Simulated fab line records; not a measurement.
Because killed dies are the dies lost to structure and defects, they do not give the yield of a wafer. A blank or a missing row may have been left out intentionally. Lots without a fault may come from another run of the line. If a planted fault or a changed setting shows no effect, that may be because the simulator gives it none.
fab line records + flow ritCmos
record
- lots=14
- wafers=42
- lastDay=7
route steps=202 shown NRETRO@62 GATE@89 CONTACT@179
lots with no fault: from the same line, run without faults
startH: start of the lot's first displayed wafer, in hours after the record's first day + waitH: hours elapsed since this lot's preceding step + " identical to the entry in the row above + L1.1+2: a single row standing in for several wafers + - value missing, or start not given + * or withheld: withheld + < > ~ a bound
route shown NAME@n: names a module that has steps shown in the file, with the first one's number in the route + usual: average and standard deviation across the fault-free wafers + same: alike in all rows + chamber/n: place in a boat + sites: each site's reading + _std_site: the standard deviation of these + _edge_site: inner sites' mean taken away from outer sites' mean + radiusMm: for every site, how far away it sits from the centre of the wafer + mask NAME#n: copy n + behind: the most recent tool/chamber to have shaped the wafer + hold: why the lot went on hold/how many hours it stayed there/how the hold came to an end + device: names the non-switching transistor (n, p or np) + end of line: the same wafers' tests at the end of the route + for a step that has no rows: nothing shown but its recipe + killed: not the wafer's yield, but the dies lost to structure and defects at the first sort + map: a wafer's dies, marking killed ones x, the rest . and places with no die _
set.NAME: the run value of the setting; set.NAME@STEP: its run value at that earlier step + model.NAME: the simulator's own value behind a step, which no gauge read
steps of the route over a sample of lots; a table a step, a row a wafer
services: the hour from which a tool's chamber was out of use, counted from the record's first day as startH (under 0 if before that day), plus the number of hours and why
## steps
# step RIT_NRETRO_STRIP_09
# recipe
- chemistry=O2
- timeS=180
- resist=NOVOLAK
- platenTempC=withheld
- powerW=500
- pressureMtorr=4000
- o2FlowSccm=4000
# usual
- drypumpMotorCurrentA=5.8/0.35
| lot.wafer | tool           | chamber | startH | waitH | drypumpMotorCurrentA | rfHoursCounterH |
|-----------|----------------|---------|--------|-------|----------------------|-----------------|
| L665.1    | plasmaAsher-01 | 1       | 30.31  | 0.1   | 5.9                  | 38              |
| L665.4    | "              | 0       | "      | "     | 5.6                  | -               |
| L665.5    | "              | 1       | "      | "     | 5.9                  | -               |
| L666.1    | plasmaAsher-04 | 0       | 34.31  | 0.1   | 5.9                  | 40              |
| L666.2    | "              | 1       | "      | "     | 6.3                  | 40              |
| L666.4    | "              | 1       | "      | "     | 6.3                  | -               |
| L667.2    | plasmaAsher-02 | 0       | 39.38  | 0.1   | 6.2                  | 23              |
| L667.4    | "              | 0       | "      | "     | 6.1                  | -               |
| L667.5    | "              | 0       | "      | "     | 6.1                  | -               |
| L668.1    | plasmaAsher-01 | 0       | 45.85  | 0.1   | 5.6                  | 40              |
| L668.3    | "              | 1       | "      | "     | 5.9                  | -               |
| L668.5    | "              | 0       | "      | "     | 5.6                  | -               |
| L669.1    | plasmaAsher-04 | 0       | 50.44  | 0.1   | 5.9                  | 41              |
| L669.2    | "              | 1       | "      | "     | 6.3                  | 41              |
| L669.3    | "              | 1       | "      | "     | 6.3                  | -               |
| L670.1    | plasmaAsher-01 | 1       | 54.87  | 0.1   | 5.9                  | 41              |
| L670.3    | "              | 0       | "      | "     | 5.6                  | -               |
| L670.5    | "              | 1       | "      | "     | 5.9                  | -               |
| L671.4    | plasmaAsher-02 | 0       | 59.40  | 0.1   | 6.1                  | -               |
| L671.5    | "              | 1       | "      | "     | 5.1                  | -               |
| L671.6    | "              | 0       | "      | "     | 6.1                  | -               |
| L672.1    | plasmaAsher-04 | 0       | 66.12  | 0.1   | 5.9                  | 43              |
| L672.2    | "              | 1       | "      | "     | 6.3                  | 43              |
| L672.5    | "              | 1       | "      | "     | 6.3                  | -               |
| L673.3    | plasmaAsher-02 | 0       | 71.47  | 0.1   | 6.1                  | -               |
| L673.4    | "              | 1       | "      | "     | 5.1                  | -               |
| L673.6    | "              | 1       | "      | "     | 5.1                  | -               |
| L675.2    | plasmaAsher-04 | 0       | 83.88  | 0.1   | 5.9                  | 45              |
| L675.4    | "              | 0       | "      | "     | 5.9                  | -               |
| L675.5    | "              | 0       | "      | "     | 5.9                  | -               |
| L676.2    | plasmaAsher-01 | 1       | 85.31  | 0.1   | 5.9                  | 44              |
| L676.4    | "              | 1       | "      | "     | 5.9                  | -               |
| L676.6    | "              | 1       | "      | "     | 5.9                  | -               |
| L684.4    | plasmaAsher-01 | 0       | 127.19 | 0.1   | 5.6                  | -               |
| L684.5    | "              | 0       | "      | "     | 5.6                  | -               |
| L684.6    | "              | 1       | "      | "     | 5.9                  | -               |
| L685.2    | plasmaAsher-04 | 1       | 131.83 | 0.1   | 6.3                  | 1               |
| L685.4    | "              | 1       | "      | "     | 6.3                  | -               |
| L685.5    | "              | 0       | "      | "     | 5.9                  | -               |
| L687.4    | plasmaAsher-04 | 1       | 141.25 | 0.1   | 6.3                  | -               |
| L687.5    | "              | 0       | "      | "     | 5.9                  | -               |
| L687.6    | "              | 1       | "      | "     | 6.3                  | -               |
# step RIT_GATE_EXPOSE_13
# recipe
- maskId=M6
- na=0.6
- sourceShape=conventional
- sigmaOuter=0.6
- targetCdNm=150
- doseMj=380
# usual
- exposureDoseMJCm2=380.0/0.34
| lot.wafer | tool            | chamber | startH | waitH | mask | exposureDoseMJCm2 |
|-----------|-----------------|---------|--------|-------|------|-------------------|
| L665.1    | ilineStepper-01 | 0       | 36.94  | 0.1   | M6#0 | 379.5             |
| L665.4    | "               | 0       | "      | "     | M6#0 | 380.0             |
| L665.5    | "               | 0       | "      | "     | M6#0 | 379.5             |
| L666.1    | ilineStepper-02 | 0       | 40.69  | 0.2   | M6#0 | 379.7             |
| L666.2    | "               | 0       | "      | "     | M6#0 | 379.9             |
| L666.4    | "               | 0       | "      | "     | M6#0 | 380.5             |
| L667.2    | ilineStepper-01 | 0       | 46.94  | 0.2   | M6#0 | 380.1             |
| L667.4    | "               | 0       | "      | "     | M6#0 | 380.0             |
| L667.5    | "               | 0       | "      | "     | M6#0 | 379.9             |
| L668.1    | ilineStepper-01 | 0       | 52.69  | 0.1   | M6#0 | 380.2             |
| L668.3    | "               | 0       | "      | "     | M6#0 | 380.2             |
| L668.5    | "               | 0       | "      | "     | M6#0 | 380.1             |
| L669.1    | ilineStepper-01 | 0       | 57.40  | 0.1   | M6#0 | 379.8             |
| L669.2    | "               | 0       | "      | "     | M6#0 | 379.4             |
| L669.3    | "               | 0       | "      | "     | M6#0 | 379.7             |
| L670.1    | ilineStepper-02 | 0       | 62.24  | 0.3   | M6#0 | 380.3             |
| L670.3    | "               | 0       | "      | "     | M6#0 | 380.4             |
| L670.5    | "               | 0       | "      | "     | M6#0 | 380.2             |
| L671.4    | ilineStepper-01 | 0       | 65.74  | 0.2   | M6#0 | 380.7             |
| L671.5    | "               | 0       | "      | "     | M6#0 | 380.8             |
| L671.6    | "               | 0       | "      | "     | M6#0 | 380.3             |
| L672.1    | ilineStepper-01 | 0       | 73.23  | 0.1   | M6#0 | 379.8             |
| L672.2    | "               | 0       | "      | "     | M6#0 | 379.7             |
| L672.5    | "               | 0       | "      | "     | M6#0 | 380.2             |
| L673.3    | ilineStepper-01 | 0       | 77.40  | 0.1   | M6#0 | 252.7             |
| L673.4    | "               | 0       | "      | "     | M6#0 | 252.9             |
| L673.6    | "               | 0       | "      | "     | M6#0 | 252.9             |
| L676.2    | ilineStepper-02 | 0       | 96.56  | 0.1   | M6#0 | 379.9             |
| L676.4    | "               | 0       | "      | "     | M6#0 | 380.1             |
| L676.6    | "               | 0       | "      | "     | M6#0 | 380.1             |
| L675.2    | ilineStepper-01 | 0       | 96.89  | 0.5   | M6#0 | 278.5             |
| L675.4    | "               | 0       | "      | "     | M6#0 | 277.9             |
| L675.5    | "               | 0       | "      | "     | M6#0 | 278.1             |
| L684.4    | ilineStepper-02 | 0       | 133.99 | 0.2   | M6#0 | 379.8             |
| L684.5    | "               | 0       | "      | "     | M6#0 | 379.7             |
| L684.6    | "               | 0       | "      | "     | M6#0 | 379.8             |
| L685.2    | ilineStepper-02 | 0       | 138.50 | 0.1   | M6#0 | 380.0             |
| L685.4    | "               | 0       | "      | "     | M6#0 | 380.0             |
| L685.5    | "               | 0       | "      | "     | M6#0 | 379.9             |
| L687.4    | ilineStepper-02 | 0       | 147.04 | 0.1   | M6#0 | 379.8             |
| L687.5    | "               | 0       | "      | "     | M6#0 | 379.7             |
| L687.6    | "               | 0       | "      | "     | M6#0 | 379.6             |
# step RIT_GATE_CD_MEAS_16
# recipe
- targetCdNm=150
# usual
- cdNm=149.4/2.2
| lot.wafer | tool     | chamber | startH | waitH | cdNm  |
|-----------|----------|---------|--------|-------|-------|
| L665.1    | cdSem-01 | -       | 37.34  | -     | 144.6 |
| L665.4    | "        | -       | "      | "     | 143.6 |
| L665.5    | "        | -       | "      | "     | 148.9 |
| L666.1    | cdSem-01 | -       | 41.09  | -     | 146.1 |
| L666.2    | "        | -       | "      | "     | 147.4 |
| L666.4    | "        | -       | "      | "     | 148.5 |
| L667.2    | cdSem-02 | -       | 47.37  | -     | 150.0 |
| L667.4    | "        | -       | "      | "     | 147.2 |
| L667.5    | "        | -       | "      | "     | 148.5 |
| L668.1    | cdSem-01 | -       | 53.09  | -     | 150.3 |
| L668.3    | "        | -       | "      | "     | 147.9 |
| L668.5    | "        | -       | "      | "     | 147.4 |
| L669.1    | cdSem-02 | -       | 57.80  | -     | 153.6 |
| L669.2    | "        | -       | "      | "     | 152.2 |
| L669.3    | "        | -       | "      | "     | 150.9 |
| L670.1    | cdSem-02 | -       | 62.64  | -     | 150.7 |
| L670.3    | "        | -       | "      | "     | 150.2 |
| L670.5    | "        | -       | "      | "     | 150.9 |
| L671.4    | cdSem-02 | -       | 66.14  | -     | 146.3 |
| L671.5    | "        | -       | "      | "     | 147.3 |
| L671.6    | "        | -       | "      | "     | 149.9 |
| L672.1    | cdSem-01 | -       | 73.63  | -     | 150.4 |
| L672.2    | "        | -       | "      | "     | 150.8 |
| L672.5    | "        | -       | "      | "     | 151.3 |
| L673.3    | cdSem-01 | -       | 77.95  | -     | 359.5 |
| L673.4    | "        | -       | "      | "     | 359.0 |
| L673.6    | "        | -       | "      | "     | 361.6 |
| L676.2    | cdSem-01 | -       | 96.96  | -     | 147.4 |
| L676.4    | "        | -       | "      | "     | 146.1 |
| L676.6    | "        | -       | "      | "     | 149.2 |
| L675.2    | cdSem-02 | -       | 97.29  | -     | 314.0 |
| L675.4    | "        | -       | "      | "     | 313.9 |
| L675.5    | "        | -       | "      | "     | 313.0 |
| L684.4    | cdSem-01 | -       | 134.40 | -     | 150.8 |
| L684.5    | "        | -       | "      | "     | 149.1 |
| L684.6    | "        | -       | "      | "     | 148.9 |
| L685.2    | cdSem-01 | -       | 138.91 | -     | 151.7 |
| L685.4    | "        | -       | "      | "     | 151.1 |
| L685.5    | "        | -       | "      | "     | 152.4 |
| L687.4    | cdSem-02 | -       | 147.44 | -     | 147.8 |
| L687.5    | "        | -       | "      | "     | 152.8 |
| L687.6    | "        | -       | "      | "     | 147.8 |
# step RIT_GATE_OVL_MEAS_17
# usual
- GATE_OVL=-0.2/1.5
| lot.wafer | tool       | chamber | startH | waitH | GATE_OVL[nm] |
|-----------|------------|---------|--------|-------|--------------|
| L665.1    | overlay-02 | -       | 37.46  | 0.1   | -2.2         |
| L665.4    | "          | -       | "      | "     | -0.6         |
| L665.5    | "          | -       | "      | "     | -1.2         |
| L666.1    | overlay-02 | -       | 41.21  | 0.1   | -3.1         |
| L666.2    | "          | -       | "      | "     | -2.5         |
| L666.4    | "          | -       | "      | "     | -1.1         |
| L667.2    | overlay-02 | -       | 47.48  | 0.1   | -0.5         |
| L667.4    | "          | -       | "      | "     | -0.5         |
| L667.5    | "          | -       | "      | "     | 0.3          |
| L668.1    | overlay-01 | -       | 53.21  | 0.1   | -2.6         |
| L668.3    | "          | -       | "      | "     | -2.2         |
| L668.5    | "          | -       | "      | "     | -1.5         |
| L669.1    | overlay-02 | -       | 57.92  | 0.1   | 0.6          |
| L669.2    | "          | -       | "      | "     | 1.5          |
| L669.3    | "          | -       | "      | "     | 1.4          |
| L670.1    | overlay-01 | -       | 62.76  | 0.1   | 2.2          |
| L670.3    | "          | -       | "      | "     | 3.2          |
| L670.5    | "          | -       | "      | "     | 3.2          |
| L671.4    | overlay-01 | -       | 66.22  | 0.1   | -0.8         |
| L671.5    | "          | -       | "      | "     | -1.0         |
| L671.6    | "          | -       | "      | "     | 0.4          |
| L672.1    | overlay-02 | -       | 73.75  | 0.1   | -3.1         |
| L672.2    | "          | -       | "      | "     | -4.5         |
| L672.5    | "          | -       | "      | "     | -2.8         |
| L673.3    | overlay-01 | -       | 78.04  | 0.1   | -0.2         |
| L673.4    | "          | -       | "      | "     | 0.8          |
| L673.6    | "          | -       | "      | "     | 0.4          |
| L676.2    | overlay-01 | -       | 97.07  | 0.1   | 1.3          |
| L676.4    | "          | -       | "      | "     | 1.9          |
| L676.6    | "          | -       | "      | "     | 0.1          |
| L675.2    | overlay-02 | -       | 97.40  | 0.1   | -2.7         |
| L675.4    | "          | -       | "      | "     | -2.3         |
| L675.5    | "          | -       | "      | "     | -2.7         |
| L684.4    | overlay-02 | -       | 134.47 | 0.1   | 2.4          |
| L684.5    | "          | -       | "      | "     | 1.7          |
| L684.6    | "          | -       | "      | "     | 0.2          |
| L685.2    | overlay-01 | -       | 139.01 | 0.1   | 1.5          |
| L685.4    | "          | -       | "      | "     | 1.4          |
| L685.5    | "          | -       | "      | "     | 0.6          |
| L687.4    | overlay-01 | -       | 147.52 | 0.1   | 0.1          |
| L687.5    | "          | -       | "      | "     | -1.6         |
| L687.6    | "          | -       | "      | "     | 0.1          |
# step RIT_CONTACT_ETCH_11
# recipe
- targetDepthA=4800
- overEtchFrac=0.2
- stopOn=TiSi2
- chemistry=CHF3/CF4/Ar
- target=SiO2
- CHF3_flow_sccm=50
- cf4FlowSccm=10
- Ar_flow_sccm=100
- O2_flow_sccm=5
- pressureMtorr=100
- rfW=200
- timeS=320
# usual
- drypumpMotorCurrentA=5.8/0.39
- oesProductAu=0.992/0.014
- rfFwdPowerW=199.5/0.58
- throttleValvePct=8.77/0.14
| lot.wafer | tool       | chamber | startH | waitH | drypumpMotorCurrentA | oesProductAu | rfFwdPowerW | rfHoursCounterH | throttleValvePct |
|-----------|------------|---------|--------|-------|----------------------|--------------|-------------|-----------------|------------------|
| L665.1    | rieDiel-02 | 3       | 52.60  | 0.1   | 5.7                  | 0.994        | 199.2       | 2               | 8.64             |
| L665.4    | "          | 2       | "      | "     | 6.6                  | 1.023        | 200.1       | 123             | 8.69             |
| L665.5    | "          | 0       | "      | "     | 5.5                  | 0.980        | 199.6       | -               | 8.64             |
| L666.1    | rieDiel-02 | 2       | 56.76  | 0.1   | 6.6                  | 1.011        | 200.1       | 123             | 8.70             |
| L666.2    | "          | 3       | "      | "     | 5.6                  | 0.987        | 198.6       | 2               | 8.64             |
| L666.4    | "          | 1       | "      | "     | 5.8                  | 1.000        | 199.3       | 3               | 8.85             |
| L667.2    | rieDiel-04 | 2       | 62.63  | 0.1   | 5.6                  | 0.991        | 199.7       | 7               | 8.55             |
| L667.4    | "          | 0       | "      | "     | 5.3                  | 0.999        | 199.1       | 25              | 8.94             |
| L667.5    | "          | 3       | "      | "     | 6.5                  | 0.996        | 199.8       | -               | 8.84             |
| L668.1    | rieDiel-04 | 2       | 69.26  | 0.1   | 5.6                  | 0.994        | 199.2       | 7               | 8.56             |
| L668.3    | "          | 3       | "      | "     | 6.6                  | 1.005        | 199.4       | 120             | 8.84             |
| L668.5    | "          | 1       | "      | "     | 6.0                  | 0.987        | 199.1       | -               | 8.79             |
| L669.1    | rieDiel-04 | 2       | 73.27  | 0.1   | 5.6                  | 0.995        | 198.4       | 8               | 8.57             |
| L669.2    | "          | 0       | "      | "     | 5.3                  | 0.984        | 199.9       | 25              | 8.92             |
| L669.3    | "          | 3       | "      | "     | 6.5                  | 0.998        | 200.6       | 120             | 8.85             |
| L670.1    | rieDiel-02 | 2       | 78.04  | 0.1   | 6.6                  | 1.021        | 199.1       | 124             | 8.71             |
| L670.3    | "          | 3       | "      | "     | 5.6                  | 0.997        | 199.5       | 3               | 8.65             |
| L670.5    | "          | 3       | "      | "     | 5.6                  | 0.993        | 199.6       | -               | 8.62             |
| L671.4    | rieDiel-01 | 2       | 82.39  | 0.1   | 5.7                  | 0.988        | 198.6       | 70              | 9.08             |
| L671.5    | "          | 2       | "      | "     | 5.7                  | 0.993        | 199.1       | -               | 9.08             |
| L671.6    | "          | 1       | "      | "     | 5.8                  | 0.998        | 199.2       | -               | 8.78             |
| L672.1    | rieDiel-04 | 0       | 89.72  | 0.1   | 5.3                  | 0.987        | 199.4       | 26              | 8.93             |
| L672.2    | "          | 1       | "      | "     | 6.0                  | 0.984        | 200.6       | 23              | 8.77             |
| L672.5    | "          | 2       | "      | "     | 5.6                  | 0.982        | 199.4       | -               | 8.57             |
| L676.2    | rieDiel-01 | 1       | 112.19 | 0.1   | 5.8                  | 1.003        | 199.5       | 152             | 8.78             |
| L676.4    | "          | 0       | "      | "     | 5.7                  | 0.961        | 199.4       | 80              | 8.73             |
| L676.6    | "          | 2       | "      | "     | 5.8                  | 0.993        | 200.0       | -               | 9.10             |
| L684.4    | rieDiel-01 | 2       | 152.05 | 0.1   | 5.8                  | 0.984        | 199.4       | 72              | 9.09             |
| L684.5    | "          | 2       | "      | "     | 5.8                  | 0.991        | 199.2       | -               | 9.06             |
| L684.6    | "          | 1       | "      | "     | 5.8                  | 0.985        | 200.8       | -               | 8.77             |
| L685.2    | rieDiel-01 | 1       | 155.69 | 0.1   | 5.8                  | 0.987        | 200.3       | 0               | 8.75             |
| L685.4    | "          | 0       | "      | "     | 5.7                  | 0.964        | 198.4       | 81              | 8.73             |
| L685.5    | "          | 0       | "      | "     | 5.7                  | 0.967        | 200.2       | -               | 8.73             |
| L687.4    | rieDiel-04 | 2       | 163.46 | 0.1   | 5.6                  | 0.993        | 198.8       | 10              | 8.55             |
| L687.5    | "          | 3       | "      | "     | 6.5                  | 1.002        | 199.2       | -               | 8.84             |
| L687.6    | "          | 0       | "      | "     | 5.2                  | 0.989        | 199.1       | -               | 8.93             |
## services
| tool            | chamber | startH | hours | kind          |
|-----------------|---------|--------|-------|---------------|
| plasmaAsher-02  | -       | 25.15  | 1.0   | repair        |
| ilineStepper-02 | -       | 36.43  | 1.7   | pm            |
| rieDiel-04      | -       | 44.32  | 1.1   | repair        |
| rieDiel-01      | 3       | 55.12  | 1.8   | repair        |
| plasmaAsher-04  | -       | 71.89  | 1.8   | repair        |
| rieDiel-04      | 1       | 72.82  | 5.1   | repair        |
| rieDiel-02      | -       | 94.44  | 2.3   | repair        |
| ilineStepper-01 | -       | 96.99  | 1.7   | pm            |
| plasmaAsher-04  | -       | 108.75 | 9.0   | pm            |
| plasmaAsher-04  | 0       | 108.75 | 9.0   | ventCycle     |
| plasmaAsher-04  | 1       | 108.75 | 9.0   | ventCycle     |
| rieDiel-02      | 3       | 116.31 | 9.5   | repair        |
| plasmaAsher-04  | 0       | 117.75 | -     | clean         |
| plasmaAsher-04  | 1       | 117.75 | -     | clean         |
| plasmaAsher-04  | -       | 126.51 | 5.2   | repair        |
| rieDiel-04      | 0       | 134.61 | 20.5  | repair        |
| rieDiel-01      | 1       | 135.40 | -     | clean         |
| rieDiel-01      | 1       | 135.40 | 14.6  | scheduledDown |
| rieDiel-01      | 1       | 135.40 | 14.6  | ventCycle     |
| rieDiel-02      | 1       | 139.20 | 3.0   | repair        |
| rieDiel-04      | 2       | 147.52 | 5.1   | repair        |
| plasmaAsher-04  | -       | 157.55 | 14.6  | pm            |
## key
firstSign
- step=RIT_GATE_EXPOSE_13
- reading=exposureDoseMJCm2
- direction=down
- sigmas=99+
- usual=380.0
- struck=265.5
effect
- step=RIT_GATE_CD_MEAS_16
- reading=cdNm
- direction=up
- sigmas=85
- usual=149.4
- struck=336.9
- through=controlLoop
metAt RIT_GATE_EXPOSE_13
struckLots L673,L675
laterRowsLeftOut L673.3,L673.4,L673.6,L675.2,L675.4,L675.5
sortLeftOut L673.3,L673.4,L673.6,L675.2,L675.4,L675.5
testerLeftOut L673,L675
loopTrim
- step=RIT_GATE_EXPOSE_13
- setting=dose
- lots=L675
notActingAt RIT_NRETRO_STRIP_09,RIT_GATE_OVL_MEAS_17,RIT_CONTACT_ETCH_11
onsetBetween 73.23 77.40
fault
- kind=processParameterDrift
- tool=ilineStepper-01
- chamber=-
- onsetH=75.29
- steps=RIT_GATE_EXPOSE_13
- channel=doseMj
- offset=-127.35
- shape=step
- actsIn=theseRecipesOnly
- stated=380
# testerLeftOut: of these lots the tester's yield and bins aren't shown, on N5 and GAA mostly nor the transistor test; their killed dies are dies lost to structure and defects alone, not to doping, threshold or leakage, so they don't give the yield
# sortLeftOut: the simulated sort isn't trusted on such a fault, so these wafers' sort isn't shown, and their yield isn't known
# laterRowsLeftOut: the simulator's readings of these wafers behind a module that went badly wrong aren't trusted and aren't shown, but for the sort
# loopTrim: a control loop set the setting to another value than it would have without faults
